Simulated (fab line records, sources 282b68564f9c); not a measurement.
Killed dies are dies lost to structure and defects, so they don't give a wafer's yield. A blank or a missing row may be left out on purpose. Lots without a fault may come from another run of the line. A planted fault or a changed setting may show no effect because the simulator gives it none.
Chamber matching | flow rit_cmos | RIT_GATE_ETCH_19 on rie_si-01: 4 sister chambers
The step etches poly-Si in SF6/CHF3/O2, stops on SiO2, time 165 s, target depth 312.5 nm. 18 wafers are shown with their chamber, then 9 later ones without.

WAFERS WITH THEIR CHAMBER
wafer  | chamber | drypump_motor_current_A (A) | throttle_valve_pct (%) | oes_product_au (a.u.)
L981.1 | 0       | 5.88                        | 10.24                  | 0.829
L981.2 | 1       | 5.57                        | 10.32                  | 0.852
L981.4 | 2       | 5.74                        | 10.31                  | 0.849
L983.1 | 2       | 5.76                        | 10.33                  | 0.857
L983.3 | 1       | 5.59                        | 10.32                  | 0.849
L983.6 | 0       | 5.89                        | 10.27                  | 0.836
L985.1 | 3       | 5.28                        | 10.12                  | 0.858
L985.5 | 0       | 5.87                        | 10.26                  | 0.833
L985.6 | 1       | 5.59                        | 10.31                  | 0.833
L987.3 | 1       | 5.60                        | 10.31                  | 0.845
L987.5 | 3       | 5.27                        | 10.13                  | 0.863
L987.6 | 0       | 5.91                        | 10.25                  | 0.833
L991.3 | 1       | 5.57                        | 10.30                  | 0.809
L991.4 | 3       | 5.28                        | 10.12                  | 0.831
L991.6 | 1       | 5.58                        | 10.29                  | 0.797
L993.1 | 1       | 5.59                        | 10.31                  | 0.788
L993.2 | 3       | 5.28                        | 10.14                  | 0.812
L993.3 | 0       | 5.89                        | 10.24                  | 0.786

SIGNATURES (means of the wafers above)
reading                 | chamber 0 | chamber 1 | chamber 2 | chamber 3 | scatter within a chamber
drypump_motor_current_A | 5.8880    | 5.5843    | 5.7500    | 5.2775    | 0.0117
throttle_valve_pct      | 10.2520   | 10.3086   | 10.3200   | 10.1275   | 0.0115
oes_product_au          | 0.82340   | 0.82471   | 0.85300   | 0.84100   | 0.0234
Rule: a wafer's distance from a chamber is the root of the sum, over the readings, of the square of ((its reading less the chamber's mean) divided by the reading's scatter). The wafer belongs to the nearest chamber; if the next one is less than 2 further off, it can't be placed. The scatter: the root of (the sum of the squares of (reading less its chamber's mean) over the shown wafers, divided by (wafers less chambers)).

WAFERS WITHOUT THEIR CHAMBER
wafer  | drypump_motor_current_A (A) | throttle_valve_pct (%) | oes_product_au (a.u.)
L999.1 | 5.30                        | 10.14                  | 0.862
L999.4 | 5.77                        | 10.32                  | 0.851
L999.6 | 5.88                        | 10.25                  | 0.838
L104.1 | 5.26                        | 10.13                  | 0.876
L104.3 | 5.59                        | 10.28                  | 0.854
L104.4 | 5.77                        | 10.31                  | 0.860
L103.1 | 5.77                        | 10.33                  | 0.842
L103.2 | 5.58                        | 10.30                  | 0.853
L103.3 | 5.30                        | 10.13                  | 0.858

WHICH CHAMBER EACH WENT THROUGH
wafer  | from the rows above | in truth
L999.1 | 3                   | 3
L999.4 | 2                   | 2
L999.6 | 0                   | 0
L104.1 | 3                   | 3
L104.3 | 1                   | 1
L104.4 | 2                   | 2
L103.1 | 2                   | 2
L103.2 | 1                   | 1
L103.3 | 3                   | 3
Placed correctly: 9 of 9. Can't be placed from these rows: 0. Placed wrongly: 0.
